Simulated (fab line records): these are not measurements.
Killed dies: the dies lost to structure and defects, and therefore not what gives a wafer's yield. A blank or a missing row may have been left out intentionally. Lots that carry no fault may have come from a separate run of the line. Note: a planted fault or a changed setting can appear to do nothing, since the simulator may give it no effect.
fab line records | flow rit_cmos
record: lots: 5 | wafers: 15 | last_day: 7
route steps=202 shown NWELL@30 PWELL@39 M1@202
lots that met no fault: taken from a fault-free run of the same line
start_h: hours from the record's opening day to when the first of the lot's shown wafers began | wait_h: hours elapsed since this lot's preceding step | " as in the row above | L1.1+2: a single row standing in for several wafers | - no value present, or no start provided | * or withheld: withheld | < > ~ a bound
route shown NAME@n: names a module that has steps shown in the file, with the first one's number in the route | usual: mean and standard deviation over wafers with no fault | same: alike in all rows | chamber/n: place in a boat | sites: readings site by site | _std_site: their standard deviation | _edge_site: the outer-site mean with the inner-site mean subtracted | radius_mm: for every site, how far away it sits from the centre of the wafer | mask NAME#n: copy n | behind: the last tool/chamber to shape the wafer | hold: why the lot went on hold/how many hours it stayed there/how the hold came to an end | device: names the non-switching transistor (n, p or np) | end of line: the tests these same wafers got at the end of their route | a step with no rows: only its recipe | killed: dies that structure and defects cost at the first sort, which is not the same as the wafer's yield | map: shows each die of a wafer: x if killed, . if not, _ if none is there
set.NAME: setting as actually run; set.NAME@STEP: the setting as run at that earlier step | model.NAME: the simulator's own value behind a step, which no gauge read
lots seen at some steps along the route; tables by step, rows by wafer
services: from which hour (start_h, from the record's first day; less than 0 if before it) a tool's chamber was out of use, for how many hours, and why
== steps ==
step: RIT_NWELL_SOFTBAKE_02
recipe: resist: NOVOLAK | temp_c: 90 | time_s: 60
step: RIT_NWELL_EXPOSE_03
recipe: mask_id: M2 | na: 0.57 | target_cd_nm: 43900 | dose_mj: 250
step: RIT_NWELL_PEB_04
recipe: resist: NOVOLAK | temp_c: withheld | time_s: withheld
step: RIT_NWELL_DEVELOP_05
recipe: resist: NOVOLAK | develop_time_s: 68 | dev_temp_c: 23
step: RIT_NWELL_OVL_MEAS_06
usual: NWELL_OVL: -0.5/1.4
lot.wafer | tool       | chamber | start_h | wait_h | NWELL_OVL[nm]
L445.3    | overlay-02 | -       | 62.27   | -      | -1.7
L445.4    | "          | -       | "       | "      | -1.8
L445.5    | "          | -       | "       | "      | -1.3
L448.3    | overlay-02 | -       | 79.49   | -      | 0.2
L448.4    | "          | -       | "       | "      | 1.5
L448.6    | "          | -       | "       | "      | 0.6
L457.1    | overlay-02 | -       | 122.95  | -      | -0.9
L457.4    | "          | -       | "       | "      | -1.9
L457.6    | "          | -       | "       | "      | -0.9
L458.1    | overlay-02 | -       | 128.12  | -      | -0.9
L458.2    | "          | -       | "       | "      | -0.8
L458.5    | "          | -       | "       | "      | -2.0
L460.3    | overlay-01 | -       | 140.21  | -      | -3.7
L460.4    | "          | -       | "       | "      | -1.3
L460.6    | "          | -       | "       | "      | -2.9
step: RIT_NWELL_HARDBAKE_07
recipe: resist: NOVOLAK | temp_c: 140 | time_s: 120
step: RIT_NWELL_IMPLANT_08
recipe: species: P | energy_kev: 170 | dose_cm2: 5e+13 | tilt_deg: 7.32
step: RIT_NWELL_STRIP_09
recipe: chemistry: O2 | time_s: 180 | resist: NOVOLAK | platen_temp_c: withheld | power_w: 500 | pressure_mtorr: 4000 | o2_flow_sccm: 4000
usual: drypump_motor_current_A: 5.3/0.32 | o2_flow_sccm: 3998/12
lot.wafer | tool            | chamber | start_h | wait_h | drypump_motor_current_A | o2_flow_sccm | rf_hours_counter_h
L445.3    | plasma_asher-04 | 0       | 62.75   | 0.1    | 5.9                     | 3978         | -
L445.4    | "               | 1       | "       | "      | 5.3                     | 4004         | -
L445.5    | "               | 0       | "       | "      | 5.9                     | 3989         | -
L448.3    | plasma_asher-02 | 0       | 79.98   | 0.1    | 5.3                     | 4006         | -
L448.4    | "               | 1       | "       | "      | 5.3                     | 3997         | -
L448.6    | "               | 1       | "       | "      | 5.3                     | 4017         | -
L457.1    | plasma_asher-02 | 0       | 123.38  | 0.1    | 5.3                     | 4021         | 51
L457.4    | "               | 1       | "       | "      | 5.3                     | 4012         | -
L457.6    | "               | 0       | "       | "      | 5.3                     | 3994         | -
L458.1    | plasma_asher-04 | 0       | 128.55  | 0.1    | 5.9                     | 3982         | 1
L458.2    | "               | 1       | "       | "      | 5.3                     | 3994         | 1
L458.5    | "               | 0       | "       | "      | 5.9                     | 3983         | -
L460.3    | plasma_asher-02 | 0       | 140.74  | 0.1    | 5.3                     | 3995         | -
L460.4    | "               | 1       | "       | "      | 5.4                     | 4004         | -
L460.6    | "               | 0       | "       | "      | 5.3                     | 4002         | -
step: RIT_NWELL_TW_MEAS_10
usual: NWELL_TW: 2141/18
lot.wafer | tool          | chamber | start_h | wait_h | NWELL_TW
L445.3    | film_metro-02 | -       | 62.88   | 0.1    | 2144
L445.4    | "             | -       | "       | "      | 2165
L445.5    | "             | -       | "       | "      | 2156
L448.3    | film_metro-02 | -       | 80.11   | 0.1    | 2152
L448.4    | "             | -       | "       | "      | 2169
L448.6    | "             | -       | "       | "      | 2158
L457.1    | film_metro-04 | -       | 123.56  | 0.1    | 2143
L457.4    | "             | -       | "       | "      | 2145
L457.6    | "             | -       | "       | "      | 2141
L458.1    | film_metro-01 | -       | 128.73  | 0.1    | 2130
L458.2    | "             | -       | "       | "      | 2142
L458.5    | "             | -       | "       | "      | 2136
L460.3    | film_metro-04 | -       | 140.87  | 0.1    | 2142
L460.4    | "             | -       | "       | "      | 2146
L460.6    | "             | -       | "       | "      | 2150
step: RIT_PWELL_HMDS_00
recipe: prime_time_s: 60 | prime_temp_c: 140
step: RIT_PWELL_COAT_01
recipe: resist: NOVOLAK | spin_rpm: 2000 | resist_thk_nm: 1300
step: RIT_PWELL_SOFTBAKE_02
recipe: resist: NOVOLAK | temp_c: 90 | time_s: 60
step: RIT_PWELL_EXPOSE_03
recipe: mask_id: M3 | na: 0.57 | target_cd_nm: 43700 | dose_mj: 250
lot.wafer  | tool             | chamber | start_h | wait_h | mask
L445.3+4+5 | iline_stepper-02 | 0       | 63.54   | 0.2    | M3#0
L448.3+4+6 | iline_stepper-01 | 0       | 80.77   | 0.2    | M3_R1#0
L457.1+4+6 | iline_stepper-01 | 0       | 124.20  | 0.1    | M3#0
L458.1+2+5 | iline_stepper-01 | 0       | 129.24  | 0.1    | M3#0
L460.3+4+6 | iline_stepper-02 | 0       | 141.40  | 0.1    | M3#0
step: RIT_PWELL_PEB_04
recipe: resist: NOVOLAK | temp_c: withheld | time_s: withheld
step: RIT_M1_PROBE_99
usual: killed_at_contacts: 0.1/0.25 | killed_at_front_end: 7/3.2 | killed_dies: 7/3.2 | killed_open: 3.5/2.2 | killed_short: 3.6/2.1
same: gross_dies: 264 | killed_at_M0_to_M3: 0 | killed_at_M4_up: 0 | killed_at_back_side: 0 | killed_at_other: 0
lot.wafer | tool      | chamber | start_h | wait_h | killed_at_contacts | killed_at_front_end | killed_dies | killed_open | killed_short
L445.3    | prober-02 | -       | 103.71  | 0.2    | 0                  | 8                   | 8           | 5           | 3
L445.4    | prober-02 | -       | 103.76  | 0.2    | 1                  | 9                   | 10          | 4           | 6
L445.5    | prober-02 | -       | 103.81  | 0.2    | 0                  | 7                   | 7           | 3           | 4
L448.3    | prober-01 | -       | 124.47  | 0.2    | 0                  | 6                   | 6           | 5           | 1
L448.4    | prober-01 | -       | 124.52  | 0.2    | 0                  | 4                   | 4           | 2           | 2
L448.6    | prober-01 | -       | 124.62  | 0.2    | 0                  | 12                  | 12          | 5           | 7
L457.1    | prober-01 | -       | 163.27  | 0.1    | 0                  | 11                  | 11          | 7           | 4
L457.4    | prober-01 | -       | 163.42  | 0.2    | 0                  | 5                   | 5           | 0           | 5
L457.6    | prober-01 | -       | 163.52  | 0.2    | 0                  | 7                   | 7           | 4           | 3
L458.1    | prober-01 | -       | 170.42  | 0.1    | 0                  | 8                   | 8           | 3           | 5
L458.2    | prober-01 | -       | 170.47  | 0.1    | 0                  | 2                   | 2           | 0           | 2
L458.5    | prober-01 | -       | 170.62  | 0.2    | 0                  | 3                   | 3           | 2           | 1
L460.3    | prober-01 | -       | 178.46  | 0.2    | 0                  | 4                   | 4           | 0           | 4
L460.4    | prober-01 | -       | 178.51  | 0.2    | 0                  | 5                   | 5           | 3           | 2
L460.6    | prober-01 | -       | 178.61  | 0.2    | 0                  | 11                  | 11          | 2           | 9
killed by level:class
L445.3 GATE:geometric_particle:open=5 FOX1:geometric_particle:short=1 FOX2:geometric_particle:short=1 SPACER:geometric_particle:short=1
L445.4 SILICIDE:geometric_particle:short=3 GATE:geometric_particle:short=2 SILICIDE:geometric_particle:open=2 GATE:geometric_particle:open=1 SPACER:geometric_particle:short=1 CONTACT:geometric_particle:open=1
L445.5 GATE:geometric_particle:open=2 GATE:geometric_particle:short=2 SILICIDE:geometric_particle:short=2 REOX:geometric_particle:open=1
L448.3 FOX1:geometric_particle:open=2 GATE:geometric_particle:open=2 ACTIVE:geometric_particle:short=1 FOX2:geometric_particle:open=1
L448.4 FOX1:geometric_particle:open=1 GATE:geometric_particle:open=1 GATE:geometric_particle:short=1 SILICIDE:geometric_particle:short=1
L448.6 GATE:geometric_particle:short=3 SPACER:geometric_particle:open=3 GATE:geometric_particle:open=2 SPACER:geometric_particle:short=2 FOX1:geometric_particle:short=1 REOX:geometric_particle:short=1
L457.1 GATE:geometric_particle:open=4 GATE:geometric_particle:short=2 FOX1:geometric_particle:short=1 REOX:geometric_particle:open=1 REOX:geometric_particle:short=1 SPACER:geometric_particle:open=1 SILICIDE:geometric_particle:open=1
L457.4 FOX1:geometric_particle:short=2 FOX2:geometric_particle:short=2 GATE:geometric_particle:short=1
L457.6 GATE:geometric_particle:open=2 REOX:geometric_particle:short=2 FOX1:geometric_particle:open=1 REOX:geometric_particle:open=1 SPACER:geometric_particle:short=1
L458.1 GATE:geometric_particle:short=4 SILICIDE:geometric_particle:open=2 GATE:geometric_particle:open=1 SPACER:geometric_particle:short=1
L458.2 FOX2:geometric_particle:short=1 GATE:geometric_particle:short=1
L458.5 FOX2:geometric_particle:open=1 FOX2:geometric_particle:short=1 REOX:geometric_particle:open=1
L460.3 FOX1:geometric_particle:short=2 GATE:geometric_particle:short=2
L460.4 FOX1:geometric_particle:open=3 FOX1:geometric_particle:short=1 GATE:geometric_particle:short=1
L460.6 SPACER:geometric_particle:short=3 FOX1:geometric_particle:short=2 GATE:geometric_particle:open=2 SILICIDE:geometric_particle:short=2 FOX2:geometric_particle:short=1 GATE:geometric_particle:short=1
== services ==
tool             | chamber | start_h | hours | kind
plasma_asher-04  | -       | 43.51   | 3.7   | repair
plasma_asher-04  | -       | 51.11   | 3.1   | repair
iline_stepper-01 | -       | 51.70   | 3.5   | repair
plasma_asher-04  | -       | 77.09   | 1.1   | repair
iline_stepper-01 | -       | 77.96   | 0.8   | repair
iline_stepper-02 | -       | 99.40   | 1.7   | pm
plasma_asher-04  | -       | 108.75  | 9.0   | pm
plasma_asher-04  | 0       | 108.75  | 9.0   | vent_cycle
plasma_asher-04  | 1       | 108.75  | 9.0   | vent_cycle
plasma_asher-04  | 0       | 117.75  | -     | clean
plasma_asher-04  | 1       | 117.75  | -     | clean
plasma_asher-04  | -       | 131.12  | 4.3   | pm
== key ==
first_sign: step: RIT_PWELL_EXPOSE_03 | reading: mask | direction: changed
effect none on later readings
met_at RIT_PWELL_EXPOSE_03
struck_wafers L448.3,L448.4,L448.6
tester_left_out L448
fault: kind: wrong_mask | tool: any | chamber: - | onset_h: 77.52 | steps: RIT_PWELL_EXPOSE_03 | aux_copy: M3_R1#0 | cd_offset_nm: 150 | scope: struck_lots_only
tester_left_out: of these lots the tester's yield and bins aren't shown, on N5 and GAA mostly nor the transistor test; their killed dies are dies lost to structure and defects alone, not to doping, threshold or leakage, so they don't give the yield
